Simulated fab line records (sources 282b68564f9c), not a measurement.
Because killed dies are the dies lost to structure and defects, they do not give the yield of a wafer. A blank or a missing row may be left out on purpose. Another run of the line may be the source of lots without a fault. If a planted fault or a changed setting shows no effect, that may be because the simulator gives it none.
Check for tools in common || flow rit_cmos || 13 lots and 39 wafers in the sample

## REASON IT WAS OPENED
On 1 of the 13 lots, a flag is raised at RIT_ACTIVE_CD_MEAS_11 on the reading cd_nm. Wafers without a fault read 1399.8 nm, standard deviation 2.2.
Rule: a lot is flagged in two cases, either no wafer of it has a number, or all its wafers with numbers fall more than 4 standard deviations from that mean. The other lots count as sound.

{"lot": "L700", "measured": "day 1 17:28", "on": "cd_sem-02", "cd_nm (nm), wafer by wafer": "1399.1 1400.0 1401.3", "flag": ""}
{"lot": "L701", "measured": "day 1 20:36", "on": "cd_sem-01", "cd_nm (nm), wafer by wafer": "1399.2 1398.4 1397.5", "flag": ""}
{"lot": "L702", "measured": "day 2 00:52", "on": "cd_sem-01", "cd_nm (nm), wafer by wafer": "1399.3 1398.7 1397.9", "flag": ""}
{"lot": "L704", "measured": "day 2 11:05", "on": "cd_sem-02", "cd_nm (nm), wafer by wafer": "1401.9 1402.8 1402.3", "flag": ""}
{"lot": "L705", "measured": "day 2 16:20", "on": "cd_sem-02", "cd_nm (nm), wafer by wafer": "1398.4 1398.7 1400.5", "flag": ""}
{"lot": "L706", "measured": "day 2 21:55", "on": "cd_sem-02", "cd_nm (nm), wafer by wafer": "1399.2 1399.4 1402.7", "flag": ""}
{"lot": "L710", "measured": "day 3 16:57", "on": "cd_sem-01", "cd_nm (nm), wafer by wafer": "1376.5 1377.0 1377.1", "flag": "FLAGGED"}
{"lot": "L714", "measured": "day 4 18:08", "on": "cd_sem-02", "cd_nm (nm), wafer by wafer": "1396.3 1397.0 1396.6", "flag": ""}
{"lot": "L718", "measured": "day 5 08:49", "on": "cd_sem-01", "cd_nm (nm), wafer by wafer": "1398.4 1399.5 1398.6", "flag": ""}
{"lot": "L719", "measured": "day 5 13:53", "on": "cd_sem-02", "cd_nm (nm), wafer by wafer": "1399.1 1398.9 1401.7", "flag": ""}
{"lot": "L721", "measured": "day 6 03:02", "on": "cd_sem-01", "cd_nm (nm), wafer by wafer": "1399.9 1400.9 1398.7", "flag": ""}
{"lot": "L722", "measured": "day 6 05:15", "on": "cd_sem-01", "cd_nm (nm), wafer by wafer": "1401.0 1401.5 1401.4", "flag": ""}
{"lot": "L723", "measured": "day 6 09:30", "on": "cd_sem-01", "cd_nm (nm), wafer by wafer": "1400.2 1400.9 1403.7", "flag": ""}
On average the flagged lots' numbers are 1376.9 nm, which is -22.9 nm against the usual, or -10 standard deviations.

## WHICH TOOL RAN EACH LOT
The record keeps 1 process step preceding the reading, out of 202 steps on the route. Each cell gives the tool, then ch followed by the chambers the sampled wafers passed through, then the start.
{"lot": "L700", "flag": "", "RIT_ACTIVE_DEVELOP_10": "litho_track-03 ch 0, day 1 17:00"}
{"lot": "L701", "flag": "", "RIT_ACTIVE_DEVELOP_10": "litho_track-04 ch 0, day 1 20:00"}
{"lot": "L702", "flag": "", "RIT_ACTIVE_DEVELOP_10": "litho_track-03 ch 0, day 2 00:00"}
{"lot": "L704", "flag": "", "RIT_ACTIVE_DEVELOP_10": "litho_track-03 ch 0, day 2 10:00"}
{"lot": "L705", "flag": "", "RIT_ACTIVE_DEVELOP_10": "litho_track-03 ch 0, day 2 16:00"}
{"lot": "L706", "flag": "", "RIT_ACTIVE_DEVELOP_10": "litho_track-03 ch 0, day 2 21:00"}
{"lot": "L710", "flag": "FLAGGED", "RIT_ACTIVE_DEVELOP_10": "litho_track-03 ch 0, day 3 16:00"}
{"lot": "L714", "flag": "", "RIT_ACTIVE_DEVELOP_10": "litho_track-04 ch 0, day 4 18:00"}
{"lot": "L718", "flag": "", "RIT_ACTIVE_DEVELOP_10": "litho_track-04 ch 0, day 5 08:00"}
{"lot": "L719", "flag": "", "RIT_ACTIVE_DEVELOP_10": "litho_track-04 ch 0, day 5 13:00"}
{"lot": "L721", "flag": "", "RIT_ACTIVE_DEVELOP_10": "litho_track-04 ch 0, day 6 02:00"}
{"lot": "L722", "flag": "", "RIT_ACTIVE_DEVELOP_10": "litho_track-04 ch 0, day 6 05:00"}
{"lot": "L723", "flag": "", "RIT_ACTIVE_DEVELOP_10": "litho_track-04 ch 0, day 6 09:00"}
These steps, and what they do:
- RIT_ACTIVE_DEVELOP_10: develop time 50 s.
- RIT_ACTIVE_CD_MEAS_11: target cd 1400 nm.

## FLAGGED OVER TOTAL, TOOL BY TOOL (the gauges that took the reading come last)
{"step": "RIT_ACTIVE_DEVELOP_10", "tool": "litho_track-03", "lots run": 6, "flagged": 1, "share of the flagged lots": "all", "sound lots run after its first flagged lot": 0}
{"step": "RIT_ACTIVE_DEVELOP_10", "tool": "litho_track-04", "lots run": 7, "flagged": 0, "share of the flagged lots": "none", "sound lots run after its first flagged lot": "-"}
{"step": "RIT_ACTIVE_CD_MEAS_11", "tool": "cd_sem-01", "lots run": 7, "flagged": 1, "share of the flagged lots": "all", "sound lots run after its first flagged lot": "4 (L718,L721,L722,L723)"}
{"step": "RIT_ACTIVE_CD_MEAS_11", "tool": "cd_sem-02", "lots run": 6, "flagged": 0, "share of the flagged lots": "none", "sound lots run after its first flagged lot": "-"}

## THE TABLE: WHAT IT ALLOWS
Rows of the table that ran all the flagged lots, 2 in number: litho_track-03 at RIT_ACTIVE_DEVELOP_10; cd_sem-01 at RIT_ACTIVE_CD_MEAS_11.
- litho_track-03 at RIT_ACTIVE_DEVELOP_10 ran 6 lots, 1 of them flagged. Its last sound lot is L706 (day 2 21:00), its first flagged lot L710 (day 3 16:00): a fault that began between those two fits.
- cd_sem-01 at RIT_ACTIVE_CD_MEAS_11 ran 7 lots, 1 of them flagged. Sound lots followed the first flagged one (L718, L721, L722, L723) on it, something a lasting fault affecting the whole tool could not allow.
What remains is a single tool, litho_track-03 at RIT_ACTIVE_DEVELOP_10.

## WHAT THE SIMULATOR HAD INSERTED
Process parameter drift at RIT_ACTIVE_DEVELOP_10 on litho_track-03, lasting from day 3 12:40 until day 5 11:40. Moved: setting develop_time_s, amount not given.
Shown lots that were struck: L710. The rule above found the same.
